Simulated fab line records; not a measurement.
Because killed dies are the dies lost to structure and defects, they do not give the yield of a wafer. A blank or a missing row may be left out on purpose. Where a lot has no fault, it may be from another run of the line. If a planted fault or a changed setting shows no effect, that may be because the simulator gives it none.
Split-lot experiment || flow berkeley-cmos170 || 23 wafers read from 5 lots, route of 331 steps

== THE SPLIT ITSELF ==
At UCB170_CONTACT_CVD_01 (deposits PSG from SiH4/O2/PH3, target thk 700 nm, time 2820 s), the setting time-s was moved away from the recipe's 2820 s on 15 of the 23 wafers read, by +8.2% to +12.3%. The other wafers ran this setting at the recipe's value.

The file shows no step between the split and the reading.

== THE READING ==
CONTACT_PSG_THK at UCB170_CONTACT_THK_MEAS_02, in nm. Fault-free wafers of this fab line usually give 700 nm, standard deviation 5.5 nm.

{"wafer": "L074.1", "tool, chamber at the split": "-, -", "time-s as run, s": 3166, "against the recipe": "+12.3%", "CONTACT_PSG_THK, nm": 789, "against lot-mates on the recipe": "no lot-mate on the recipe"}
{"wafer": "L074.2", "tool, chamber at the split": "-, -", "time-s as run, s": 3166, "against the recipe": "+12.3%", "CONTACT_PSG_THK, nm": 790, "against lot-mates on the recipe": "no lot-mate on the recipe"}
{"wafer": "L074.3", "tool, chamber at the split": "-, -", "time-s as run, s": 3166, "against the recipe": "+12.3%", "CONTACT_PSG_THK, nm": 791, "against lot-mates on the recipe": "no lot-mate on the recipe"}
{"wafer": "L074.5", "tool, chamber at the split": "-, -", "time-s as run, s": 3166, "against the recipe": "+12.3%", "CONTACT_PSG_THK, nm": 794, "against lot-mates on the recipe": "no lot-mate on the recipe"}
{"wafer": "L074.6", "tool, chamber at the split": "-, -", "time-s as run, s": 3166, "against the recipe": "+12.3%", "CONTACT_PSG_THK, nm": 793, "against lot-mates on the recipe": "no lot-mate on the recipe"}
{"wafer": "L077.1", "tool, chamber at the split": "-, -", "time-s as run, s": 3155, "against the recipe": "+11.9%", "CONTACT_PSG_THK, nm": 783, "against lot-mates on the recipe": "no lot-mate on the recipe"}
{"wafer": "L077.2", "tool, chamber at the split": "-, -", "time-s as run, s": 3155, "against the recipe": "+11.9%", "CONTACT_PSG_THK, nm": 786, "against lot-mates on the recipe": "no lot-mate on the recipe"}
{"wafer": "L077.3", "tool, chamber at the split": "-, -", "time-s as run, s": 3155, "against the recipe": "+11.9%", "CONTACT_PSG_THK, nm": 780, "against lot-mates on the recipe": "no lot-mate on the recipe"}
{"wafer": "L077.4", "tool, chamber at the split": "-, -", "time-s as run, s": 3155, "against the recipe": "+11.9%", "CONTACT_PSG_THK, nm": 780, "against lot-mates on the recipe": "no lot-mate on the recipe"}
{"wafer": "L077.5", "tool, chamber at the split": "-, -", "time-s as run, s": 3155, "against the recipe": "+11.9%", "CONTACT_PSG_THK, nm": 786, "against lot-mates on the recipe": "no lot-mate on the recipe"}
{"wafer": "L078.1", "tool, chamber at the split": "-, -", "time-s as run, s": 2820, "against the recipe": "recipe", "CONTACT_PSG_THK, nm": 706, "against lot-mates on the recipe": "-"}
{"wafer": "L078.2", "tool, chamber at the split": "-, -", "time-s as run, s": 2820, "against the recipe": "recipe", "CONTACT_PSG_THK, nm": 707, "against lot-mates on the recipe": "-"}
{"wafer": "L078.4", "tool, chamber at the split": "-, -", "time-s as run, s": 2820, "against the recipe": "recipe", "CONTACT_PSG_THK, nm": 708, "against lot-mates on the recipe": "-"}
{"wafer": "L078.5", "tool, chamber at the split": "-, -", "time-s as run, s": 2820, "against the recipe": "recipe", "CONTACT_PSG_THK, nm": 712, "against lot-mates on the recipe": "-"}
{"wafer": "L078.6", "tool, chamber at the split": "-, -", "time-s as run, s": 2820, "against the recipe": "recipe", "CONTACT_PSG_THK, nm": 709, "against lot-mates on the recipe": "-"}
{"wafer": "L080.2", "tool, chamber at the split": "-, -", "time-s as run, s": 3051, "against the recipe": "+8.2%", "CONTACT_PSG_THK, nm": 745, "against lot-mates on the recipe": "no lot-mate on the recipe"}
{"wafer": "L080.3", "tool, chamber at the split": "-, -", "time-s as run, s": 3051, "against the recipe": "+8.2%", "CONTACT_PSG_THK, nm": 752, "against lot-mates on the recipe": "no lot-mate on the recipe"}
{"wafer": "L080.4", "tool, chamber at the split": "-, -", "time-s as run, s": 3051, "against the recipe": "+8.2%", "CONTACT_PSG_THK, nm": 759, "against lot-mates on the recipe": "no lot-mate on the recipe"}
{"wafer": "L080.5", "tool, chamber at the split": "-, -", "time-s as run, s": 3051, "against the recipe": "+8.2%", "CONTACT_PSG_THK, nm": 754, "against lot-mates on the recipe": "no lot-mate on the recipe"}
{"wafer": "L080.6", "tool, chamber at the split": "-, -", "time-s as run, s": 3051, "against the recipe": "+8.2%", "CONTACT_PSG_THK, nm": 749, "against lot-mates on the recipe": "no lot-mate on the recipe"}
{"wafer": "L084.2", "tool, chamber at the split": "lpcvd-01, 0", "time-s as run, s": 2820, "against the recipe": "recipe", "CONTACT_PSG_THK, nm": 705, "against lot-mates on the recipe": "-"}
{"wafer": "L084.4", "tool, chamber at the split": "lpcvd-01, 0", "time-s as run, s": 2820, "against the recipe": "recipe", "CONTACT_PSG_THK, nm": 706, "against lot-mates on the recipe": "-"}
{"wafer": "L084.5", "tool, chamber at the split": "lpcvd-01, 0", "time-s as run, s": 2820, "against the recipe": "recipe", "CONTACT_PSG_THK, nm": 705, "against lot-mates on the recipe": "-"}

FIT RESULTS
A straight line over all 23 wafers: CONTACT_PSG_THK changes by +6.54 nm for each +1% of time-s; r = +0.99; the points scatter about the line by 5.6 nm.
Too few moved wafers have a lot-mate on the recipe to fit a line with each lot's own level taken away.

== THE WHOLE CHAIN: every reading that the file lists as answering this split, in the file's order ==
{"step": "UCB170_CONTACT_CVD_01", "what it does": "deposits PSG from SiH4/O2/PH3, target thk 700 nm, time 2820 s", "reading": "PSG_of_CONTACT_CVD_01.thk-nm (the simulator's own value, which no gauge read)", "change (the file's fit)": "+6.57 nm for each +1% of the setting", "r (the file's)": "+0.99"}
{"step": "UCB170_CONTACT_THK_MEAS_02", "what it does": "", "reading": "CONTACT_PSG_THK", "change (the file's fit)": "+6.56 for each +1% of the setting", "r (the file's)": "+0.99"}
{"step": "UCB170_CONTACT_ETCH_18", "what it does": "etches PSG in CHF3/CF4/Ar, stops on TiSi2, target depth 840 nm, time 195 s", "reading": "CONTACT.feature-depth-nm (the simulator's own value, which no gauge read)", "change (the file's fit)": "+6.57 nm for each +1% of the setting", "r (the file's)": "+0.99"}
{"step": "UCB170_CONTACT_ETCH_18", "what it does": "etches PSG in CHF3/CF4/Ar, stops on TiSi2, target depth 840 nm, time 195 s", "reading": "etch.depth-nm (the simulator's own value, which no gauge read)", "change (the file's fit)": "+6.47 nm for each +1% of the setting", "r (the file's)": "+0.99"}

== FILE'S OWN FIT ==
CONTACT_PSG_THK changes by +6.56 nm for each +1% of time-s, r = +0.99.
